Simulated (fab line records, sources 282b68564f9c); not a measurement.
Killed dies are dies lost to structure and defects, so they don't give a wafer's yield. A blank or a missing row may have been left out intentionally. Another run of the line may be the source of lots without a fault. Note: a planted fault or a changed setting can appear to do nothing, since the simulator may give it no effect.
fab line records | flow rit_cmos
record: lots: 13 | wafers: 39 | last_day: 7
route steps=202 shown PWELL@48 PSD@142 SILICIDE@167 CONTACT@181 M1@202
lots untouched by any fault: they come from a run of this same line in which no faults occurred
start_h: the number of hours between the record's first day and the start of the first shown wafer of the lot | wait_h: hours from the lot's prior step to this one | " unchanged from the row above | L1.1+2: several wafers, shown together as one row | - no value present, or no start provided | * or withheld: withheld | < > ~ a bound
route shown NAME@n: a module of which the file shows steps, and the number in the route of the first | usual: mean/standard deviation taken from wafers without a fault | same: alike in all rows | chamber/n: place in a boat | sites: the reading at each site | _std_site: how widely they spread, as a standard deviation | _edge_site: outer sites' mean less inner sites' | radius_mm: for every site, how far away it sits from the centre of the wafer | mask NAME#n: copy n | behind: the tool/chamber that last shaped the wafer | hold: why the lot went on hold/how many hours it stayed there/how the hold came to an end | device: whichever transistor did not switch (one of n, p or np) | end of line: the tests these same wafers got at the end of their route | for a step that has no rows: nothing shown but its recipe | killed: the dies lost at the first sort to structure and to defects; this is not the yield of the wafer | map: the dies of a wafer, with x for killed, . for not killed, _ for no die there
set.NAME: the run value of the setting; set.NAME@STEP: its run value at that earlier step | model.NAME: the simulator's own value behind a step, which no gauge read
steps of the route over a sample of lots; a table a step, a row a wafer
services: when a tool's chamber went out of use (start_h, in hours from the record's first day, below 0 if earlier), for how many hours, and the reason
== steps ==
step: RIT_PWELL_STRIP_09
recipe: chemistry: O2 | time_s: 180 | resist: NOVOLAK | platen_temp_c: withheld | power_w: 500 | pressure_mtorr: 4000 | o2_flow_sccm: 4000
usual: drypump_motor_current_A: 5.4/0.53
lot.wafer | tool            | chamber | start_h | wait_h | drypump_motor_current_A | rf_hours_counter_h
L374.4    | plasma_asher-03 | 0       | 24.29   | 0.1    | 5.8                     | -
L374.5    | "               | 0       | "       | "      | 5.8                     | -
L374.6    | "               | 1       | "       | "      | 5.4                     | -
L375.4    | plasma_asher-04 | 0       | 29.30   | 0.1    | 4.8                     | -
L375.5    | "               | 1       | "       | "      | 5.2                     | -
L375.6    | "               | 0       | "       | "      | 4.8                     | -
L376.3    | plasma_asher-04 | 1       | 34.16   | 0.1    | 5.2                     | -
L376.5    | "               | 1       | "       | "      | 5.2                     | -
L376.6    | "               | 0       | "       | "      | 4.8                     | -
L377.2    | plasma_asher-04 | 1       | 38.94   | 0.1    | 5.2                     | 46
L377.4    | "               | 0       | "       | "      | 4.8                     | -
L377.5    | "               | 0       | "       | "      | 4.8                     | -
L378.1    | plasma_asher-04 | 0       | 44.25   | 0.1    | 4.8                     | 47
L378.2    | "               | 1       | "       | "      | 5.2                     | 47
L378.4    | "               | 0       | "       | "      | 4.8                     | -
L379.1    | plasma_asher-03 | 1       | 49.84   | 0.1    | 5.4                     | 46
L379.2    | "               | 0       | "       | "      | 5.8                     | 46
L379.4    | "               | 1       | "       | "      | 5.5                     | -
L386.3    | plasma_asher-04 | 0       | 85.84   | 0.1    | 4.8                     | -
L386.4    | "               | 1       | "       | "      | 5.2                     | -
L386.5    | "               | 0       | "       | "      | 4.8                     | -
L388.1    | plasma_asher-02 | 1       | 94.43   | 0.1    | 4.9                     | 26
L388.3    | "               | 1       | "       | "      | 4.9                     | -
L388.4    | "               | 0       | "       | "      | 6.5                     | -
L392.3    | plasma_asher-03 | 1       | 114.93  | 0.1    | 5.4                     | -
L392.4    | "               | 0       | "       | "      | 5.8                     | -
L392.6    | "               | 1       | "       | "      | 5.4                     | -
L394.2    | plasma_asher-03 | 1       | 123.52  | 0.1    | 5.5                     | 53
L394.4    | "               | 1       | "       | "      | 5.4                     | -
L394.5    | "               | 1       | "       | "      | 5.4                     | -
L395.2    | plasma_asher-03 | 0       | 129.48  | 0.1    | 5.8                     | 54
L395.5    | "               | 0       | "       | "      | 5.8                     | -
L395.6    | "               | 1       | "       | "      | 5.5                     | -
L396.1    | plasma_asher-02 | 0       | 134.62  | 0.1    | 6.5                     | 31
L396.3    | "               | 1       | "       | "      | 5.0                     | -
L396.6    | "               | 0       | "       | "      | 6.5                     | -
L397.2    | plasma_asher-03 | 0       | 138.58  | 0.1    | 5.8                     | 55
L397.5    | "               | 0       | "       | "      | 5.8                     | -
L397.6    | "               | 1       | "       | "      | 5.4                     | -
step: RIT_PSD_HMDS_00
recipe: prime_time_s: 60 | prime_temp_c: 140
usual: chill_plate_temp_C: 23.02/0.12 | prime_temp_c: 140.00/0.13
lot.wafer | tool           | chamber | start_h | wait_h | chill_plate_temp_C | prime_temp_c
L374.4    | litho_track-02 | 0       | 53.87   | 0.1    | 22.86              | 139.79
L374.5    | "              | 0       | "       | "      | 22.85              | 139.78
L374.6    | "              | 0       | "       | "      | 22.78              | 139.91
L375.4    | litho_track-03 | 0       | 59.76   | 0.1    | 22.96              | 140.17
L375.5    | "              | 0       | "       | "      | 23.07              | 139.95
L375.6    | "              | 0       | "       | "      | 22.97              | 139.99
L376.3    | litho_track-02 | 0       | 63.04   | 0.1    | 22.99              | 139.90
L376.5    | "              | 0       | "       | "      | 22.96              | 139.85
L376.6    | "              | 0       | "       | "      | 22.86              | 139.95
L377.2    | litho_track-04 | 0       | 69.33   | 0.1    | 23.13              | 140.01
L377.4    | "              | 0       | "       | "      | 23.05              | 139.95
L377.5    | "              | 0       | "       | "      | 22.95              | 139.94
L378.1    | litho_track-03 | 0       | 74.01   | 0.1    | 22.93              | 139.79
L378.2    | "              | 0       | "       | "      | 23.02              | 139.93
L378.4    | "              | 0       | "       | "      | 23.07              | 140.01
L379.1    | litho_track-02 | 0       | 78.78   | 0.1    | 22.86              | 139.99
L379.2    | "              | 0       | "       | "      | 22.91              | 139.95
L379.4    | "              | 0       | "       | "      | 22.87              | 140.05
L386.3    | litho_track-03 | 0       | 113.29  | 0.1    | 22.78              | 141.77
L386.4    | "              | 0       | "       | "      | 22.93              | 141.48
L386.5    | "              | 0       | "       | "      | 23.03              | 141.43
L388.1    | litho_track-03 | 0       | 123.90  | 0.1    | 23.23              | 141.81
L388.3    | "              | 0       | "       | "      | 23.31              | 141.72
L388.4    | "              | 0       | "       | "      | 23.08              | 141.58
L392.3    | litho_track-02 | 0       | 143.68  | 0.1    | 23.14              | 139.89
L392.4    | "              | 0       | "       | "      | 23.16              | 140.09
L392.6    | "              | 0       | "       | "      | 23.01              | 139.93
L394.2    | litho_track-04 | 0       | 149.36  | 0.1    | 23.07              | 140.05
L394.4    | "              | 0       | "       | "      | 23.17              | 140.19
L394.5    | "              | 0       | "       | "      | 23.10              | 140.24
L395.2    | litho_track-02 | 0       | 156.73  | 0.1    | 22.88              | 139.83
L395.5    | "              | 0       | "       | "      | 22.86              | 139.88
L395.6    | "              | 0       | "       | "      | 23.11              | 139.73
L396.1    | litho_track-04 | 0       | 160.62  | 0.1    | 22.90              | 139.81
L396.3    | "              | 0       | "       | "      | 22.88              | 139.99
L396.6    | "              | 0       | "       | "      | 23.02              | 139.92
L397.2    | litho_track-02 | 0       | 167.84  | 0.2    | 22.85              | 140.00
L397.5    | "              | 0       | "       | "      | 23.01              | 140.21
L397.6    | "              | 0       | "       | "      | 22.97              | 140.09
step: RIT_SILICIDE_RTA_06
recipe: temp_c: 750 | time_s: 10 | idle_temp_c: 25 | ramp_up_s: 5 | ramp_down_s: 10 | cool_to_c: 25 | ambient: N2
usual: wafer_temp_C_max: 755.3/1.1
lot.wafer | tool          | chamber | start_h | wait_h | wafer_temp_C_max
L374.4    | rtp_anneal-01 | 0       | 56.62   | 0.0    | 755.4
L374.5    | "             | 0       | "       | "      | 755.9
L374.6    | "             | 0       | "       | "      | 754.4
L375.4    | rtp_anneal-02 | 0       | 62.69   | 0.0    | 754.5
L375.5    | "             | 0       | "       | "      | 756.6
L375.6    | "             | 0       | "       | "      | 755.1
L376.3    | rtp_anneal-01 | 0       | 65.98   | 0.0    | 754.7
L376.5    | "             | 0       | "       | "      | 757.1
L376.6    | "             | 0       | "       | "      | 753.3
L377.2    | rtp_anneal-02 | 0       | 72.22   | 0.0    | 755.0
L377.4    | "             | 0       | "       | "      | 756.0
L377.5    | "             | 0       | "       | "      | 754.6
L378.1    | rtp_anneal-01 | 0       | 76.79   | 0.0    | 755.4
L378.2    | "             | 0       | "       | "      | 754.4
L378.4    | "             | 0       | "       | "      | 754.4
L379.1    | rtp_anneal-02 | 0       | 81.59   | 0.0    | 754.7
L379.2    | "             | 0       | "       | "      | 754.0
L379.4    | "             | 0       | "       | "      | 755.4
L386.3    | rtp_anneal-01 | 0       | 116.17  | 0.0    | 754.8
L386.4    | "             | 0       | "       | "      | 754.2
L386.5    | "             | 0       | "       | "      | 754.5
L388.1    | rtp_anneal-01 | 0       | 126.68  | 0.0    | 753.6
L388.3    | "             | 0       | "       | "      | 756.3
L388.4    | "             | 0       | "       | "      | 754.3
L392.3    | rtp_anneal-01 | 0       | 146.43  | 0.0    | 755.0
L392.4    | "             | 0       | "       | "      | 753.8
L392.6    | "             | 0       | "       | "      | 756.0
L394.2    | rtp_anneal-01 | 0       | 152.20  | 0.0    | 755.2
L394.4    | "             | 0       | "       | "      | 754.6
L394.5    | "             | 0       | "       | "      | 754.7
L395.2    | rtp_anneal-02 | 0       | 159.50  | 0.0    | 754.2
L395.5    | "             | 0       | "       | "      | 757.7
L395.6    | "             | 0       | "       | "      | 755.5
L396.1    | rtp_anneal-01 | 0       | 163.52  | 0.0    | 753.0
L396.3    | "             | 0       | "       | "      | 754.5
L396.6    | "             | 0       | "       | "      | 756.2
L397.2    | rtp_anneal-02 | 0       | 170.60  | 0.0    | 757.5
L397.5    | "             | 0       | "       | "      | 756.6
L397.6    | "             | 0       | "       | "      | 757.8
step: RIT_CONTACT_CD_MEAS_90
recipe: target_cd_nm: 1000
usual: cd_nm: 999.0/2.1
lot.wafer | tool      | chamber | start_h | wait_h | cd_nm
L374.4    | cd_sem-01 | -       | 58.59   | 0.1    | 1001.8
L374.5    | "         | -       | "       | "      | 1001.0
L374.6    | "         | -       | "       | "      | 1000.3
L375.4    | cd_sem-01 | -       | 64.66   | 0.1    | 997.2
L375.5    | "         | -       | "       | "      | 995.9
L375.6    | "         | -       | "       | "      | 997.5
L376.3    | cd_sem-01 | -       | 67.94   | 0.1    | 1001.3
L376.5    | "         | -       | "       | "      | 1000.7
L376.6    | "         | -       | "       | "      | 1001.7
L377.2    | cd_sem-02 | -       | 74.11   | 0.1    | 996.9
L377.4    | "         | -       | "       | "      | 997.9
L377.5    | "         | -       | "       | "      | 998.1
L378.1    | cd_sem-01 | -       | 78.61   | 0.1    | 999.1
L378.2    | "         | -       | "       | "      | 998.0
L378.4    | "         | -       | "       | "      | 999.9
L379.1    | cd_sem-02 | -       | 83.54   | 0.1    | 998.0
L379.2    | "         | -       | "       | "      | 999.0
L379.4    | "         | -       | "       | "      | 999.0
L386.3    | cd_sem-01 | -       | 118.17  | 0.1    | 1000.2
L386.4    | "         | -       | "       | "      | 999.0
L386.5    | "         | -       | "       | "      | 1002.0
L388.1    | cd_sem-01 | -       | 128.65  | 0.1    | 993.8
L388.3    | "         | -       | "       | "      | 995.3
L388.4    | "         | -       | "       | "      | 994.1
L392.3    | cd_sem-02 | -       | 148.26  | 0.1    | 999.0
L392.4    | "         | -       | "       | "      | 1000.1
L392.6    | "         | -       | "       | "      | 1001.3
L394.2    | cd_sem-01 | -       | 154.05  | 0.1    | 1001.2
L394.4    | "         | -       | "       | "      | 1000.5
L394.5    | "         | -       | "       | "      | 1000.6
L395.2    | cd_sem-01 | -       | 161.32  | 0.1    | 994.9
L395.5    | "         | -       | "       | "      | 997.6
L395.6    | "         | -       | "       | "      | 994.2
L396.1    | cd_sem-01 | -       | 165.34  | 0.1    | 999.9
L396.3    | "         | -       | "       | "      | 999.8
L396.6    | "         | -       | "       | "      | 1000.8
L397.2    | cd_sem-01 | -       | 172.56  | 0.1    | 994.7
L397.5    | "         | -       | "       | "      | 994.6
L397.6    | "         | -       | "       | "      | 995.8
step: RIT_M1_PROBE_99
usual: killed_at_contacts: 0.0/0.22 | killed_at_front_end: 6.6/3 | killed_dies: 6.6/3 | killed_open: 3.4/2 | killed_short: 3.2/2
same: gross_dies: 264 | killed_at_M0_to_M3: 0 | killed_at_M4_up: 0 | killed_at_back_side: 0 | killed_at_other: 0
lot.wafer | tool      | chamber | start_h | wait_h | killed_at_contacts | killed_at_front_end | killed_dies | killed_open | killed_short
L392.3    | prober-02 | -       | 152.93  | 0.2    | 0                  | 6                   | 6           | 3           | 3
L392.4    | prober-02 | -       | 152.98  | 0.2    | 1                  | 2                   | 3           | 3           | 0
L392.6    | prober-02 | -       | 153.08  | 0.2    | 0                  | 7                   | 7           | 5           | 2
L395.2    | prober-01 | -       | 165.85  | 0.1    | 0                  | 4                   | 4           | 2           | 2
L395.5    | prober-01 | -       | 166.00  | 0.2    | 0                  | 4                   | 4           | 2           | 2
L395.6    | prober-01 | -       | 166.05  | 0.2    | 0                  | 4                   | 4           | 1           | 3
killed by level:class
L392.3 GATE:geometric_particle:short=2 SPACER:geometric_particle:open=1 GATE:geometric_particle:open=1 SPACER:geometric_particle:short=1 SILICIDE:geometric_particle:open=1
L392.4 REOX:geometric_particle:open=1 SILICIDE:geometric_particle:open=1 CONTACT:geometric_particle:open=1
L392.6 GATE:geometric_particle:open=2 REOX:geometric_particle:open=2 REOX:geometric_particle:short=2 SPACER:geometric_particle:open=1
L395.2 FOX2:geometric_particle:short=1 GATE:geometric_particle:open=1 SILICIDE:geometric_particle:short=1 SILICIDE:geometric_particle:open=1
L395.5 FOX1:geometric_particle:open=1 FOX2:geometric_particle:short=1 GATE:geometric_particle:open=1 SPACER:geometric_particle:short=1
L395.6 GATE:geometric_particle:short=2 FOX2:geometric_particle:short=1 FOX2:geometric_particle:open=1
== services ==
tool            | chamber | start_h | hours | kind
plasma_asher-03 | -       | 27.69   | 0.9   | repair
rtp_anneal-02   | -       | 52.06   | 4.7   | pm
plasma_asher-03 | -       | 141.43  | 21.2  | repair
plasma_asher-02 | -       | 157.25  | 4.0   | repair
== key ==
first_sign: step: RIT_PSD_HMDS_00 | reading: prime_temp_c | direction: up | sigmas: 12 | usual: * | struck: *
effect none on later readings
met_at RIT_PSD_HMDS_00
struck_lots L386,L388
tester_left_out L386,L388
not_acting_at RIT_PWELL_STRIP_09,RIT_SILICIDE_RTA_06,RIT_CONTACT_CD_MEAS_90
onset_between 74.01 113.29
fault: kind: process_parameter_drift | tool: litho_track-03 | chamber: - | onset_h: 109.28 | steps: RIT_PSD_HMDS_00 | channel: prime_temp_c | offset: * | shape: step | end_h: 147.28 | acts_in: * | stated: *
tester_left_out: of these lots the tester's yield and bins aren't shown, on N5 and GAA mostly nor the transistor test; their killed dies are dies lost to structure and defects alone, not to doping, threshold or leakage, so they don't give the yield
